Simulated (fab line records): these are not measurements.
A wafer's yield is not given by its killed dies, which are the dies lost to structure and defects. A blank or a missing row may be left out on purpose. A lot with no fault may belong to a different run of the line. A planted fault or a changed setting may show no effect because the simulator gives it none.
A lot that was struck, set against a sound lot || flow ritCmos || 28 out of 202 route steps
Sound: wafers L612.2, L612.4, L612.5. Struck: wafers L627.1, L627.5, L627.6. The cause is named last.
Order at every step that has rows: each side's tool, ch and its chambers, its first start. Under that, the readings that differ: sound wafers || struck wafers || difference of the means || sigmas: that difference in standard deviations of wafers without a fault.
alike: readings with means less than 2 such deviations apart, plus words and numbers identical on both sides. not compared: withheld readings, readings lacking a value on some wafer, bounds such as >300 that could conceal the same value, and numbers that have no deviation in the record and whose values overlap.
Wherever a step has rows on one side only, a row that says differs or no value, or a row with sigmas, the two part there. Numbers that don't overlap but have no deviation are shown without sigmas and don't part them. Lack of a reading on every wafer of one side parts them only where that side has two or more wafers.

RIT_ACTIVE_BOW_MEAS_00:
  sound on filmMetro-04, day 1 15:01; struck on filmMetro-01, day 4 18:00
  alike: INCOMING_BOW
RIT_ACTIVE_OXIDATION_01: target thk 46.8 nm, ox time 3360 s.
  sound on furnace-01 ch 0, day 1 15:07; struck on furnace-01 ch 0, day 4 18:17
{"reading": "model.SiO2_of_ACTIVE_OXIDATION_01.thkNm (nm)", "sound": "49.45 50.48 49.62", "struck": "31.68 31.43 31.88", "difference": -18.19, "sigmas": ""}
  alike: oxTempC, oxTempCMax, spikeTcLoadC
RIT_ACTIVE_THK_MEAS_02:
  sound on filmMetro-03, day 1 17:04; struck on filmMetro-04, day 4 20:13
{"reading": "ACTIVE_OXIDE_THK (nm)", "sound": "49.5 50.5 49.6", "struck": "31.7 31.4 31.9", "difference": -18.2, "sigmas": -21}
then, 1 step without rows for these wafers: RIT_ACTIVE_CVD_03 (deposits Si3N4 from SiH2Cl2/NH3, target thk 150 nm, time 1500 s).
RIT_ACTIVE_THK_MEAS_04:
  sound on filmMetro-03, day 1 18:32; struck on filmMetro-04, day 4 22:24
  alike: ACTIVE_NITRIDE_THK
then, 6 steps without rows for these wafers: RIT_ACTIVE_HMDS_05 (prime time 58.85 s); RIT_ACTIVE_COAT_06 (resist thk 1000 nm); RIT_ACTIVE_SOFTBAKE_07 (time 60 s); RIT_ACTIVE_EXPOSE_08 (exposes mask M1, target cd 1400 nm); RIT_ACTIVE_PEB_09; RIT_ACTIVE_DEVELOP_10 (develop time 50 s).
RIT_ACTIVE_CD_MEAS_11: target cd 1400 nm.
  sound on cdSem-01, day 1 19:28; struck on cdSem-01, day 4 23:26
  alike: cdNm
then, 1 step without rows for these wafers: RIT_ACTIVE_HARDBAKE_12 (time 60 s).
RIT_ACTIVE_ETCH_13: etches Si3N4 in SF6, stops on SiO2, time 210 s, target depth 210 nm.
  sound on rieDiel-03 ch 1,2, day 1 19:43; struck on rieDiel-03 ch 1,2,3, day 4 23:42
  alike: drypumpMotorCurrentA, oesProductAu, throttleValvePct
  not compared: rfHoursCounterH
RIT_ACTIVE_STRIP_14: strips in O2, time 180 s.
  sound on plasmaAsher-02 ch 0,1, day 1 19:50; struck on plasmaAsher-02 ch 0,1, day 4 23:50
  alike: drypumpMotorCurrentA
  not compared: rfHoursCounterH
RIT_ACTIVE_CD_MEAS_90: target cd 1400 nm.
  sound on cdSem-01, day 1 20:02; struck on cdSem-01, day 5 00:01
  alike: cdNm
then, 4 steps without rows for these wafers: RIT_ACTIVE_CLEAN_15 (cleans in SC1, time 600 s); RIT_ACTIVE_CLEAN_16 (cleans in dHF, time 30 s); RIT_ACTIVE_CLEAN_17 (cleans in SC2, time 600 s); RIT_FOX1_OXIDATION_00 (target thk 350.7 nm, ox time 1130 s).
RIT_FOX1_THK_MEAS_01:
  sound on filmMetro-02, day 1 22:53; struck on filmMetro-01, day 5 02:22
  alike: FOX1_OXIDE_THK
then, 2 steps without rows for these wafers: RIT_FOX1_WET_ETCH_02 (etches SiO2 in BOE, target depth 350 nm, time 390 s); RIT_FOX2_OXIDATION_00 (target thk 350.7 nm, ox time 1130 s).
RIT_FOX2_THK_MEAS_01:
  sound on filmMetro-02, day 2 00:22; struck on filmMetro-02, day 5 03:52
  alike: FOX2_OXIDE_THK
then, 1 step without rows for these wafers: RIT_FOX2_CLEAN_02 (cleans in dHF, time 180 s).
RIT_FOX2_WET_ETCH_03: etches Si3N4 in H3PO4, target depth 195 nm, time 2700 s.
  sound on wetBench-03 ch 1, day 2 00:29; struck on wetBench-03 ch 2, day 5 03:59
{"reading": "model.SiO2_of_ACTIVE_OXIDATION_01.thkNm (nm)", "sound": "41.92 44.52 42.08", "struck": "26.12 27.99 28.03", "difference": -15.46, "sigmas": ""}
RIT_FOX2_THK_MEAS_90:
  sound on filmMetro-02, day 2 01:15; struck on filmMetro-01, day 5 04:48
  alike: FIELD_OXIDE_LEFT_1_THK
RIT_M1_PROBE_99:
  sound on prober-02, day 3 16:22; struck on prober-01, day 6 18:41
{"reading": "model.etest.pldd.widthNm (nm)", "sound": "3156 3179 3178", "struck": "3321 3303 3297", "difference": "+136", "sigmas": ""}
{"reading": "model.etest.nldd.widthNm (nm)", "sound": "3183 3192 3178", "struck": "3294 3299 3300", "difference": "+113", "sigmas": ""}
{"reading": "model.etest.pplusSal.widthNm (nm)", "sound": "3452 3448 3445", "struck": "3567 3550 3559", "difference": "+110", "sigmas": ""}
{"reading": "model.etest.nplusSal.widthNm (nm)", "sound": "3469 3453 3460", "struck": "3566 3556 3540", "difference": "+93", "sigmas": ""}
{"reading": "model.etest.nmos_0p3.rOnOhmUm", "sound": "2162 2219 2223", "struck": "2086 2056 2057", "difference": -135, "sigmas": ""}
{"reading": "model.etest.nmosNarrow.driveUaUm", "sound": "227.6 222.7 221.7", "struck": "278.4 277.6 274.4", "difference": "+52.8", "sigmas": ""}
{"reading": "model.etest.nmos_0p15.driveUaUm", "sound": "476.7 459.4 457.8", "struck": "511.9 510.5 507.3", "difference": "+45.3", "sigmas": ""}
{"reading": "model.etest.pmosNarrow.driveUaUm", "sound": "103.3 100.6 99.84", "struck": "119.8 120.8 119.1", "difference": "+18.7", "sigmas": ""}
  alike: killed_at_M0_to_M3, killedAtFrontEnd, killedDies, killedOpen, killedShort

WHERE THEY PART
Within this record, at RIT_ACTIVE_THK_MEAS_02 only. Later steps at which nothing parts them and some readings are alike: RIT_ACTIVE_THK_MEAS_04, RIT_ACTIVE_CD_MEAS_11, RIT_ACTIVE_ETCH_13, RIT_ACTIVE_STRIP_14, RIT_ACTIVE_CD_MEAS_90, RIT_FOX1_THK_MEAS_01, RIT_FOX2_THK_MEAS_01, RIT_FOX2_THK_MEAS_90, RIT_M1_PROBE_99.

WHY: the cause the simulator had injected
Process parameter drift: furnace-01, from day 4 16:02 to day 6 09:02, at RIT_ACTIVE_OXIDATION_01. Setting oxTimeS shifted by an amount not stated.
